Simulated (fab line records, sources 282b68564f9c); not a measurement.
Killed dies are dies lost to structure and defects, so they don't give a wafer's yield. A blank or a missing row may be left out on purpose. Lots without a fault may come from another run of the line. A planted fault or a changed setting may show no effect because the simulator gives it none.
Which tool did it? | flow rit_cmos | 15 lots, 45 wafers sampled, at 4 steps of a route of 202

WHAT THE GAUGES READ, wafer by wafer
RIT_PWELL_OVL_MEAS_06.
lot  | measured    | on         | PWELL_OVL (nm)
L705 | day 1 23:10 | overlay-01 | -2.2 -2.6 -2.0
L706 | day 2 04:14 | overlay-01 | -0.9 -0.5 -2.2
L707 | day 2 10:35 | overlay-02 | 0.2 -0.9 0.8
L708 | day 2 13:41 | overlay-02 | 0.5 1.7 2.0
L709 | day 2 21:15 | overlay-01 | -1.1 0.3 0.2
L711 | day 3 06:05 | overlay-02 | -1.1 -2.1 -1.3
L712 | day 3 10:14 | overlay-01 | -0.7 1.1 -1.1
L713 | day 3 18:20 | overlay-02 | 0.7 -0.1 0.4
L714 | day 3 21:50 | overlay-02 | -0.7 0.7 -1.1
L717 | day 4 12:14 | overlay-01 | -1.3 -1.8 -1.6
L718 | day 4 16:31 | overlay-02 | 0.5 0.6 1.1
L719 | day 4 21:06 | overlay-02 | 2.4 1.0 1.7
L722 | day 5 19:49 | overlay-01 | -1.8 -1.1 -0.2
L726 | day 6 09:34 | overlay-02 | 2.4 2.1 2.9
L727 | day 6 18:23 | overlay-02 | 1.2 0.7 2.2

RIT_NRETRO_OVL_MEAS_06.
lot  | measured    | on         | NRETRO_OVL (nm)
L705 | day 2 06:43 | overlay-01 | -3.4 -3.5 -2.5
L706 | day 2 11:07 | overlay-01 | 0.1 -2.1 -2.8
L707 | day 2 17:28 | overlay-02 | -3.0 -1.3 -1.6
L708 | day 2 21:14 | overlay-02 | 1.8 0.2 0.9
L709 | day 3 04:15 | overlay-01 | -0.6 -0.8 0.0
L711 | day 3 13:05 | overlay-01 | -0.1 -1.6 -1.9
L712 | day 3 18:13 | overlay-01 | -2.3 -2.6 -1.9
L713 | day 4 01:17 | overlay-02 | -1.7 -3.1 -2.1
L714 | day 4 05:45 | overlay-02 | -1.7 -0.4 -1.7
L717 | day 4 19:14 | overlay-02 | -1.8 -3.2 -1.5
L718 | day 5 01:08 | overlay-02 | 2.8 0.1 0.9
L719 | day 5 08:26 | overlay-01 | -0.4 -1.9 0.3
L722 | day 6 04:29 | overlay-01 | -1.7 -1.4 -1.9
L726 | day 6 19:28 | overlay-02 | 2.1 2.0 1.2
L727 | day 7 01:23 | overlay-01 | -0.7 -0.3 -0.1

WHICH TOOL RAN EACH LOT (tool, then ch and the chambers of the sampled wafers, then the start)
lot  | RIT_FOX2_OXIDATION_00        | RIT_NWELL_STRIP_09
L705 | furnace-03 ch 0, day 1 18:23 | plasma_asher-01 ch 0,1, day 1 22:03
L706 | furnace-04 ch 0, day 1 23:05 | plasma_asher-01 ch 0,1, day 2 02:50
L707 | furnace-04 ch 0, day 2 05:43 | plasma_asher-01 ch 0,1, day 2 09:21
L708 | furnace-01 ch 0, day 2 08:50 | plasma_asher-03 ch 0,1, day 2 12:34
L709 | furnace-04 ch 0, day 2 16:20 | plasma_asher-02 ch 0,1, day 2 20:08
L711 | furnace-01 ch 0, day 3 01:06 | plasma_asher-02 ch 1, day 3 04:47
L712 | furnace-03 ch 0, day 3 05:26 | plasma_asher-03 ch 1, day 3 08:59
L713 | furnace-03 ch 0, day 3 13:25 | plasma_asher-02 ch 0,1, day 3 17:02
L714 | furnace-04 ch 0, day 3 17:05 | plasma_asher-02 ch 0,1, day 3 20:40
L717 | furnace-04 ch 0, day 4 07:22 | plasma_asher-02 ch 1, day 4 11:07
L718 | furnace-04 ch 0, day 4 11:41 | plasma_asher-03 ch 0,1, day 4 15:24
L719 | furnace-04 ch 0, day 4 16:13 | plasma_asher-01 ch 0,1, day 4 19:59
L722 | furnace-03 ch 0, day 5 14:41 | plasma_asher-03 ch 0,1, day 5 18:37
L726 | furnace-03 ch 0, day 6 04:44 | plasma_asher-02 ch 0,1, day 6 08:22
L727 | furnace-03 ch 0, day 6 13:34 | plasma_asher-02 ch 0,1, day 6 17:16
- RIT_FOX2_OXIDATION_00: target thk 350.7 nm, ox time 1130 s.
- RIT_NWELL_STRIP_09: strips in O2, time 180 s.

WHAT THE TOOLS THEMSELVES READ (means of the sampled wafers that have a number; where no wafer has one, the mark that the record gives instead)
RIT_FOX2_OXIDATION_00.
lot  | tool       | spike_tc_centre_C (C) | spike_tc_load_C (C) | spike_tc_source_C (C)
L705 | furnace-03 | 1102.6                | 1129.0              | 1125.6
L706 | furnace-04 | 1099.9                | 1123.9              | 1123.3
L707 | furnace-04 | 1100.3                | 1123.5              | 1122.2
L708 | furnace-01 | 1101.1                | 1124.8              | 1126.2
L709 | furnace-04 | 1101.3                | 1123.7              | 1122.8
L711 | furnace-01 | 1100.6                | 1124.9              | 1126.0
L712 | furnace-03 | 1104.2                | 1128.9              | 1127.5
L713 | furnace-03 | 1103.8                | 1128.6              | 1127.0
L714 | furnace-04 | 1100.7                | 1123.3              | 1122.2
L717 | furnace-04 | 1110.2                | 1133.6              | 1132.1
L718 | furnace-04 | 1110.7                | 1133.3              | 1132.9
L719 | furnace-04 | 1109.9                | 1134.4              | 1133.0
L722 | furnace-03 | 1103.6                | 1130.5              | 1125.9
L726 | furnace-03 | 1103.3                | 1129.2              | 1126.2
L727 | furnace-03 | 1103.9                | 1128.8              | 1125.6

RIT_NWELL_STRIP_09.
lot  | tool            | drypump_motor_current_A (A) | rf_refl_power_W (W)
L705 | plasma_asher-01 | 5.65                        | 6.6
L706 | plasma_asher-01 | 5.62                        | 6.9
L707 | plasma_asher-01 | 5.65                        | 6.9
L708 | plasma_asher-03 | 5.81                        | 6.8
L709 | plasma_asher-02 | 5.79                        | 8.0
L711 | plasma_asher-02 | 5.28                        | 7.7
L712 | plasma_asher-03 | 5.68                        | 7.6
L713 | plasma_asher-02 | 5.51                        | 7.8
L714 | plasma_asher-02 | 5.79                        | 7.9
L717 | plasma_asher-02 | 5.24                        | 7.7
L718 | plasma_asher-03 | 5.78                        | 6.7
L719 | plasma_asher-01 | 5.63                        | 6.6
L722 | plasma_asher-03 | 5.78                        | 6.8
L726 | plasma_asher-02 | 5.51                        | 7.8
L727 | plasma_asher-02 | 5.80                        | 7.9

THE ANSWER, worked out from the rows above alone
Rule: what is usual is taken from the lots themselves. Put in order of their means at a reading, lots are off if they are a third of the lots or fewer, leave a main group of 4 or more, and stand apart from it by a gap of 3 or more times the standard deviation of the main group's means; of several such gaps the widest counts. A main group whose means are all the same, to the digits that the tables above print for the reading, isn't used. A lot without any number at a reading at which 4 lots or more have one is off too. The other lots that the step has rows for count as sound. The gauges are gone through in route order, then the tools' own readings, and for those a lot's mean is taken as printed above. The first step at which some lot is off is used, and at that step the reading that is off furthest; a lot without a number counts as furthest.
Off: L717, L718, L719, at RIT_FOX2_OXIDATION_00 (spike_tc_centre_C). The main group: mean 1102.1 C, standard deviation 1.5.
A tool fits if, at that step or a process step before it, it ran every lot that is off, and no sound lot after the first of them. One fits: furnace-04 at RIT_FOX2_OXIDATION_00. Its last sound lot is L714 (day 3 17:05), its first lot that is off L717 (day 4 07:22): a fault that began between those two fits.
The tool's own readings at RIT_FOX2_OXIDATION_00 bear it out: on the lots that are off they differ by more than 5 times the standard deviation of the sound lots' means. spike_tc_centre_C reads 1110.3 C there against 1102.1 C on the sound lots.

WHAT THE SIMULATOR HAD PUT IN
Process parameter drift: furnace-04, from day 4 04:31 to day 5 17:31, at RIT_FOX2_OXIDATION_00. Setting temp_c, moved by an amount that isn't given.
Lots struck among those shown: L717, L718, L719. The rule above found the same.
